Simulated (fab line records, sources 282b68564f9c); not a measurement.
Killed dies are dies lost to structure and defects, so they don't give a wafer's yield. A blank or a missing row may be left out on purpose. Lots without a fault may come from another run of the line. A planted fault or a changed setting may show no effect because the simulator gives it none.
Which tool did it? | flow rit_cmos | 7 lots, 21 wafers sampled, at 2 steps of a route of 202

WHAT THE GAUGES READ, wafer by wafer
RIT_SILICIDE_RS_MEAS_02: measures by four-point-probe.
lot  | measured    | on            | SILICIDE_TI_RS (ohm/sq)
L261 | day 4 08:30 | film_metro-03 | 46.8 47.7 47.6
L263 | day 4 12:40 | film_metro-03 | 46.3 47.1 47.8
L266 | day 5 02:17 | film_metro-02 | 46.2 46.2 45.8
L267 | day 5 12:38 | film_metro-01 | 46.5 47.0 45.6
L269 | day 5 21:32 | film_metro-02 | 45.8 45.8 45.8
L271 | day 6 08:31 | film_metro-03 | 19.8 20.0 19.5
L273 | day 6 19:58 | film_metro-01 | 20.0 20.0 20.0

WHICH TOOL RAN EACH LOT (tool, then ch and the chambers of the sampled wafers, then the start)
lot  | RIT_SILICIDE_SPUTTER_01
L261 | pvd_sputter-04, day 4 08:21
L263 | pvd_sputter-04, day 4 12:28
L266 | pvd_sputter-02, day 5 02:07
L267 | pvd_sputter-04, day 5 12:29
L269 | pvd_sputter-02, day 5 21:23
L271 | pvd_sputter-04, day 6 08:02
L273 | pvd_sputter-04, day 6 19:30
- RIT_SILICIDE_SPUTTER_01: material Ti, target thk 30 nm, time 240 s.

THE ANSWER, worked out from the rows above alone
Rule: what is usual is taken from the lots themselves. Put in order of their means at a reading, lots are off if they are a third of the lots or fewer, leave a main group of 4 or more, and stand apart from it by a gap of 3 or more times the standard deviation of the main group's means; of several such gaps the widest counts. A main group whose means are all the same, to the digits that the tables above print for the reading, isn't used. A lot without any number at a reading at which 4 lots or more have one is off too. The other lots that the step has rows for count as sound.
Off: L271, L273, at RIT_SILICIDE_RS_MEAS_02 (SILICIDE_TI_RS). The main group: mean 46.5 ohm/sq, standard deviation 0.59.
A tool fits if, at a process step before that reading, it ran every lot that is off, and no sound lot after the first of them. The gauges at RIT_SILICIDE_RS_MEAS_02 are tried like those tools. One fits: pvd_sputter-04 at RIT_SILICIDE_SPUTTER_01. Its last sound lot is L267 (day 5 12:29), its first lot that is off L271 (day 6 08:02): a fault that began between those two fits.

WHAT THE SIMULATOR HAD PUT IN
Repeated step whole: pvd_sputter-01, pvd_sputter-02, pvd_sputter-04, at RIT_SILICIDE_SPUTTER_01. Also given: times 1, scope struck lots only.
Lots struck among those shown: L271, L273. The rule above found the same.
